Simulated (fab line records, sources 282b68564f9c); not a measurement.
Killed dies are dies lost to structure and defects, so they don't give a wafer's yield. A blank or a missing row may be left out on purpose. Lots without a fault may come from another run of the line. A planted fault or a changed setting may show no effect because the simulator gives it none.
Split-lot experiment | flow rit_cmos | 5 lots, 23 wafers read, on a route of 202 steps

THE SPLIT
At RIT_NSD_IMPLANT_08, the setting energy_kev was moved away from the recipe's 25 on 8 of the 23 wafers read, by -1.7% to +5.4%. The other wafers ran this setting at the recipe's value.

The reading is taken at the split's own step.

THE READING
implant.drp_nm (the simulator's own value, which no gauge read), in nm, at RIT_NSD_IMPLANT_08. The file gives no usual value for it.

wafer  | tool, chamber at the split | energy_kev as run | against the recipe | implant.drp_nm, nm | against lot-mates on the recipe
L076.1 | implanter-01, 0            | 26.34             | +5.4%              | 15.31              | +0.47
L076.2 | implanter-01, 0            | 26.34             | +5.4%              | 15.31              | +0.47
L076.6 | implanter-01, 0            | 26.34             | +5.4%              | 15.31              | +0.47
L076.3 | implanter-01, 0            | 25                | recipe             | 14.84              | -
L076.5 | implanter-01, 0            | 25                | recipe             | 14.84              | -
L079.1 | implanter-01, 0            | 25                | recipe             | 14.84              | -
L079.3 | implanter-01, 0            | 25                | recipe             | 14.84              | -
L079.4 | implanter-01, 0            | 25                | recipe             | 14.84              | -
L079.5 | implanter-01, 0            | 25                | recipe             | 14.84              | -
L079.6 | implanter-01, 0            | 25                | recipe             | 14.84              | -
L078.1 | implanter-01, 0            | 25                | recipe             | 14.84              | -
L078.5 | implanter-01, 0            | 25                | recipe             | 14.84              | -
L078.2 | implanter-01, 0            | 25.46             | +1.8%              | 15                 | +0.16
L078.3 | implanter-01, 0            | 25.46             | +1.8%              | 15                 | +0.16
L078.6 | implanter-01, 0            | 25.46             | +1.8%              | 15                 | +0.16
L084.2 | implanter-03, 0            | 25                | recipe             | 14.84              | -
L084.4 | implanter-03, 0            | 25                | recipe             | 14.84              | -
L084.5 | implanter-03, 0            | 25                | recipe             | 14.84              | -
L085.1 | implanter-01, 0            | 24.57             | -1.7%              | 14.68              | -0.16
L085.3 | implanter-01, 0            | 24.57             | -1.7%              | 14.68              | -0.16
L085.2 | implanter-01, 0            | 25                | recipe             | 14.84              | -
L085.4 | implanter-01, 0            | 25                | recipe             | 14.84              | -
L085.5 | implanter-01, 0            | 25                | recipe             | 14.84              | -

THE FIT
A straight line over all 23 wafers: implant.drp_nm changes by +0.0882 nm for each +1% of energy_kev; r = +1.00; the points scatter about the line by 0.0025 nm.
The same after taking each lot's own level away (the mean of its wafers on the recipe; 23 wafers): +0.0882 nm for each +1%; r = +1.00; scatter 0.0025 nm.
On that fit, the largest move of energy_kev shifts the reading by 0.47 nm.
The lots' own levels span 14.840 to 14.840 nm.
So the lot-to-lot level changes the slope little: the two slopes agree.
Check: with one of the wafers moved furthest among these (+5.4%) left out of the fit, the line predicts +0.472 nm for it against its lot-mates. It came out at +0.47 nm against them.

OTHER SPLITS ON THESE WAFERS
These wafers also went through other splits before the reading. Each is held against what the fit with the lots' levels taken away leaves over:
other split on the same wafers     | wafers away from the commonest value | r with implant.drp_nm (lot level and that fit taken away)
RIT_ACTIVE_OXIDATION_01 temp_c     | 18                                   | -0.08
RIT_FOX2_OXIDATION_00 temp_c       | 15                                   | -0.03
RIT_NRETRO_SOFTBAKE_02 temp_c      | 9                                    | +0.49
RIT_NRETRO_IMPLANT_08 energy_kev   | 6                                    | +0.18
RIT_PRETRO_COAT_01 resist_thk_nm   | 9                                    | +0.27
RIT_GATE_CLEAN_04 time_s           | 15                                   | -0.17
RIT_GATE_DEVELOP_15 develop_time_s | 11                                   | +0.02
RIT_GATE_STRIP_20 o2_flow_sccm     | 8                                    | -0.10

THE WHOLE CHAIN: every reading that the file lists as answering this split, in the file's order
step               | what it does | reading                                                         | change (the file's fit)                | r (the file's)
RIT_NSD_IMPLANT_08 |              | implant.rp_nm (the simulator's own value, which no gauge read)  | +0.216 nm for each +1% of the setting  | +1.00
RIT_NSD_IMPLANT_08 |              | implant.drp_nm (the simulator's own value, which no gauge read) | +0.0887 nm for each +1% of the setting | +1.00

THE FILE'S OWN FIT
implant.drp_nm changes by +0.0887 nm for each +1% of energy_kev, r = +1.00.
